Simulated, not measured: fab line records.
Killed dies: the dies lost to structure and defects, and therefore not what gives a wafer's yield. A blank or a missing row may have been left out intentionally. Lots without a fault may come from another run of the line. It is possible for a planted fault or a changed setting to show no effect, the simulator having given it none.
Check for tools in common    flow rit_cmos    14 lots and 42 wafers in the sample

THE REASON FOR OPENING IT
RIT_NRETRO_TW_MEAS_10, reading NRETRO_TW: flagged on 2 of 14 lots. Wafers without a fault read 1052, standard deviation 9.6.
Rule: a lot is flagged in two cases, either no wafer of it has a number, or all its wafers with numbers fall more than 4 standard deviations from that mean. As for the other lots, they are considered sound.

lot   measured     on             NRETRO_TW, wafer by wafer  flag
L339  day 2 10:38  film_metro-03  1041 1035 1033             
L340  day 2 17:35  film_metro-01  1047 1046 1044             
L341  day 2 20:59  film_metro-01  1052 1045 1051             
L342  day 3 02:28  film_metro-01  1055 1052 1049             
L343  day 3 07:02  film_metro-02  1066 1053 1061             
L344  day 3 13:49  film_metro-02  1060 1066 1059             
L345  day 3 18:57  film_metro-02  1070 1064 1053             
L346  day 3 23:23  film_metro-01  1048 1049 1045             
L347  day 4 03:22  film_metro-02  1056 1061 1055             
L351  day 5 03:20  film_metro-03  1038 1043 1038             
L353  day 5 13:05  film_metro-02  978 978 985                FLAGGED
L355  day 5 20:59  film_metro-03  965 967 966                FLAGGED
L358  day 6 14:29  film_metro-02  1064 1056 1055             
L360  day 7 00:03  film_metro-03  1036 1040 1048             
The mean of the flagged lots' numbers is 973, -79 from the usual (-8 standard deviations).

WHICH TOOL RAN EACH LOT
The record holds 1 process step before the reading, out of a route of 202 steps. Every cell lists first the tool, next ch and the chambers used by the sampled wafers, and last the start.
lot   flag     RIT_NRETRO_IMPLANT_08
L339           implanter-04 ch 0, day 2 10:19
L340           implanter-04 ch 0, day 2 17:16
L341           implanter-02 ch 0, day 2 20:40
L342           implanter-04 ch 0, day 3 02:09
L343           implanter-04 ch 0, day 3 06:43
L344           implanter-04 ch 0, day 3 13:29
L345           implanter-04 ch 0, day 3 18:37
L346           implanter-02 ch 0, day 3 23:07
L347           implanter-01 ch 0, day 4 03:04
L351           implanter-02 ch 0, day 5 03:02
L353  FLAGGED  implanter-02 ch 0, day 5 12:45
L355  FLAGGED  implanter-02 ch 0, day 5 20:40
L358           implanter-01 ch 0, day 6 14:10
L360           implanter-01 ch 0, day 6 23:46
What the steps here do:
- RIT_NRETRO_IMPLANT_08
- RIT_NRETRO_TW_MEAS_10

FLAGGED AGAINST TOTAL, ONE TOOL AT A TIME (gauges that did the reading follow at the end)
step                   tool           lots run  flagged  share of the flagged lots  sound lots run after its first flagged lot
RIT_NRETRO_IMPLANT_08  implanter-01   3         0        none                       -
RIT_NRETRO_IMPLANT_08  implanter-02   5         2        all                        0
RIT_NRETRO_IMPLANT_08  implanter-04   6         0        none                       -
RIT_NRETRO_TW_MEAS_10  film_metro-01  4         0        none                       -
RIT_NRETRO_TW_MEAS_10  film_metro-02  6         1        some                       1 (L358)
RIT_NRETRO_TW_MEAS_10  film_metro-03  4         1        some                       1 (L360)

WHAT THE TABLE ALLOWS
1 row of the table ran every flagged lot: implanter-02 at RIT_NRETRO_IMPLANT_08.
- implanter-02 at RIT_NRETRO_IMPLANT_08: 2 of its 5 lots flagged. Last sound lot L351 at day 5 03:02, first flagged lot L353 at day 5 12:45; a fault beginning in between fits. Its own readings lie more than 4 standard deviations out on every wafer of the flagged lots: dose_ions_cm2, faraday_current_uA.
Left over: one tool, implanter-02 at RIT_NRETRO_IMPLANT_08.

WHAT THE SIMULATOR HAD INSERTED
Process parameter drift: implanter-02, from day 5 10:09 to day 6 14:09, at RIT_NRETRO_IMPLANT_08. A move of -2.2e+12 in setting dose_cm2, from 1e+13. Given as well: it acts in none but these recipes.
Shown lots that were struck: L353, L355. The rule above reached the same finding.
